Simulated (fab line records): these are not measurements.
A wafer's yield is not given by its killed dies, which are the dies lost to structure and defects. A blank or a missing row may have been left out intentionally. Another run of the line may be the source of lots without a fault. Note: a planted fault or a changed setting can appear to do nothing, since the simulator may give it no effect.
Struck lot and sound lot, side by side :: flow berkeley_cmos170 :: 13 out of 331 route steps
Sound: the wafers L925.1, L925.2, L925.6. Wafers L915.1, L915.2, L915.6 were the ones struck. Last of all comes the cause.
At each step with rows: each side's tool, then ch and its chambers, then its first start. Under that, the readings that differ: sound wafers :: struck wafers :: difference of the means :: sigmas: that difference in standard deviations of wafers without a fault.
alike: same words and numbers on both sides, and readings whose means sit less than 2 such deviations apart. not compared: any withheld reading, any reading some wafer has no value for, any bound like >300 that may hide the same value, and any number with overlapping values for which the record gives no deviation.
The two part at a step that has a row with sigmas, a row that says differs or no value, or rows on one side only. When numbers do not overlap yet have no deviation, they are printed without sigmas and do not part them. Lack of a reading on every wafer of one side parts them only where that side has two or more wafers.

UCB170_START_BOW_MEAS_00:
  sound on film_metro-02 at day 4 08:00; struck on film_metro-03 at day 2 06:00
  alike: INCOMING_BOW
then, 2 steps without rows for these wafers: UCB170_START_CLEAN_01 (cleans in dHF, time 60 s); UCB170_START_OXIDATION_02 (target thk 20 nm, ox time 1800 s).
UCB170_START_THK_MEAS_03:
  sound on film_metro-04 at day 4 11:43; struck on film_metro-04 at day 2 12:43
  alike: START_OXIDE_THK
then, 7 steps without rows for these wafers: UCB170_START_ANNEAL_04 (time 1200 s); UCB170_ZERO_HMDS_00 (prime time 60 s); UCB170_ZERO_COAT_01 (resist thk 900 nm); UCB170_ZERO_SOFTBAKE_02 (time 57.86 s); UCB170_ZERO_EXPOSE_03 (exposes mask PM MARKS, target cd 4000 nm); UCB170_ZERO_PEB_04; UCB170_ZERO_DEVELOP_05 (develop time 45 s).
UCB170_ZERO_ETCH_06: etches SiO2 in CHF3/CF4/Ar, time 12 s.
  sound on rie_diel-04 ch 1,2,3, day 4 14:11; struck on rie_diel-03 ch 1,2, day 2 17:50
  alike: CHF3_flow_sccm, cf4_flow_sccm, drypump_motor_current_A, oes_product_au, throttle_valve_pct
  not compared: rf_hours_counter_h
UCB170_ZERO_STRIP_07: strips in O2.
  sound on plasma_asher-03 ch 0,1, day 4 14:12; struck on plasma_asher-02 ch 0,1, day 2 17:52
  no value came back on the struck wafers for chamber_pressure_mTorr (mTorr), drypump_motor_current_A (A), oes_product_au (a.u.), strip_time_to_endpoint_s (s); on the sound wafers chamber_pressure_mTorr (mTorr) reads 3502 3494 3498
reading: model.KrF_of_ZERO_COAT_01.thk_nm (nm)
sound: 0 0 0
struck: 888.8 888.1 887.3
difference: +888.1
sigmas: 
  not compared: rf_hours_counter_h

## WHERE THEY PART
At UCB170_ZERO_STRIP_07 and nowhere else, as far as this record goes.

WHY: what the simulator had put in
Entire step skipped (plasma_asher-02, UCB170_ZERO_STRIP_07), from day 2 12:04 onward. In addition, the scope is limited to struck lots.
